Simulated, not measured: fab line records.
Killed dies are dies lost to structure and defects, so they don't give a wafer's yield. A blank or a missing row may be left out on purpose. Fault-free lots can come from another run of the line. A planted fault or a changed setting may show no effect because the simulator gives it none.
Split-lot trial ; flow rit-cmos ; route with 202 steps; 5 lots, 23 wafers read

== THE SPLIT ITSELF ==
At RIT_NRETRO_COAT_01 (resist thk 1300 nm), the setting resist-thk-nm was moved away from the recipe's 1300 nm on 7 of the 23 wafers read, by -3.8% to +1.5%. All remaining wafers had this setting at the recipe value.

== FROM THE SPLIT TO THE READING: what the file shows between them, 3 steps ==
- RIT_NRETRO_SOFTBAKE_02: time 60 s
- RIT_NRETRO_EXPOSE_03: exposes mask M4, target cd 43900 nm
- RIT_NRETRO_DEVELOP_05: develop time 68 s

== THE READING ==
NOVOLAK_of_NRETRO_COAT_01.thk-nm (the simulator's own value, which no gauge read), in nm, at RIT_NRETRO_HARDBAKE_07 (time 120 s). The file gives no usual value for it. Average 1140 nm, standard deviation 2.1 nm, over the 16 wafers here run with the recipe.

wafer;tool, chamber at the split;resist-thk-nm as run, nm;against the recipe;NOVOLAK_of_NRETRO_COAT_01.thk-nm, nm;against lot-mates on the recipe
L074.1;litho-track-04, 0;1300;recipe;1142;-
L074.2;litho-track-04, 0;1300;recipe;1143;-
L074.6;litho-track-04, 0;1300;recipe;1143;-
L074.4;litho-track-04, 0;1300;recipe;1138;-
L074.5;litho-track-04, 0;1300;recipe;1141;-
L076.2;litho-track-03, 0;1300;recipe;1141;-
L076.3;litho-track-03, 0;1300;recipe;1138;-
L076.5;litho-track-03, 0;1300;recipe;1138;-
L076.4;litho-track-03, 0;1251;-3.8%;1098;-41
L076.6;litho-track-03, 0;1251;-3.8%;1100;-39
L077.1;litho-track-02, 0;1320;+1.5%;1155;+17
L077.2;litho-track-02, 0;1320;+1.5%;1154;+16
L077.3;litho-track-02, 0;1320;+1.5%;1154;+16
L077.4;litho-track-02, 0;1300;recipe;1138;-
L077.6;litho-track-02, 0;1300;recipe;1138;-
L082.2;litho-track-03, 0;1256;-3.4%;1103;-36
L082.6;litho-track-03, 0;1256;-3.4%;1103;-36
L082.3;litho-track-03, 0;1300;recipe;1138;-
L082.4;litho-track-03, 0;1300;recipe;1141;-
L082.5;litho-track-03, 0;1300;recipe;1139;-
L085.3;litho-track-03, 0;1300;recipe;1144;-
L085.4;litho-track-03, 0;1300;recipe;1142;-
L085.5;litho-track-03, 0;1300;recipe;1141;-

THE FIT
A straight line over all 23 wafers: NOVOLAK_of_NRETRO_COAT_01.thk-nm changes by +10.7 nm for each +1% of resist-thk-nm; r = +0.99; the points scatter about the line by 2.1 nm.
The same after taking each lot's own level away (the mean of its wafers on the recipe; 23 wafers): +10.7 nm for each +1%; r = +1.00; scatter 1.3 nm.
The reading moves by 40 nm for the largest change in resist-thk-nm, on that fit.
Measured against the standard deviation above, the lots' own levels, which go from 1138.0 to 1142.3 nm, span 2.1 times it.
So the lot-to-lot level changes the slope little: the two slopes agree.
Check: -39.9 nm against its lot-mates is what the line predicts for one of the wafers moved furthest among these (-3.8%) when that wafer is left out of the fit. It came out at -41 nm against them.

== ADDITIONAL SPLITS CARRIED BY THESE WAFERS ==
Before the reading, these wafers also passed through other splits. Each is held against what the fit with the lots' levels taken away leaves over:
other split on the same wafers;wafers away from the commonest value;r with NOVOLAK_of_NRETRO_COAT_01.thk-nm (lot level and that fit taken away)
RIT_ACTIVE_OXIDATION_01 temp-c;15;+0.01
RIT_ACTIVE_COAT_06 spin-rpm;8;-0.21
RIT_ACTIVE_ETCH_13 rf-w;7;+0.27
RIT_PWELL_COAT_01 resist-thk-nm;6;+0.01
RIT_PWELL_IMPLANT_08 energy-kev;5;+0.08

== THE WHOLE CHAIN: every reading that the file lists as answering this split, in the file's order ==
step;what it does;reading;change (the file's fit);r (the file's)
RIT_NRETRO_COAT_01;resist thk 1300 nm;NOVOLAK_of_NRETRO_COAT_01.thk-nm (the simulator's own value, which no gauge read);+12.4 nm for each +1% of the setting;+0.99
RIT_NRETRO_HARDBAKE_07;time 120 s;NOVOLAK_of_NRETRO_COAT_01.thk-nm (the simulator's own value, which no gauge read);+10.7 nm for each +1% of the setting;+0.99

== FILE'S OWN FIT ==
NOVOLAK_of_NRETRO_COAT_01.thk-nm changes by +10.7 nm for each +1% of resist-thk-nm, r = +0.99.
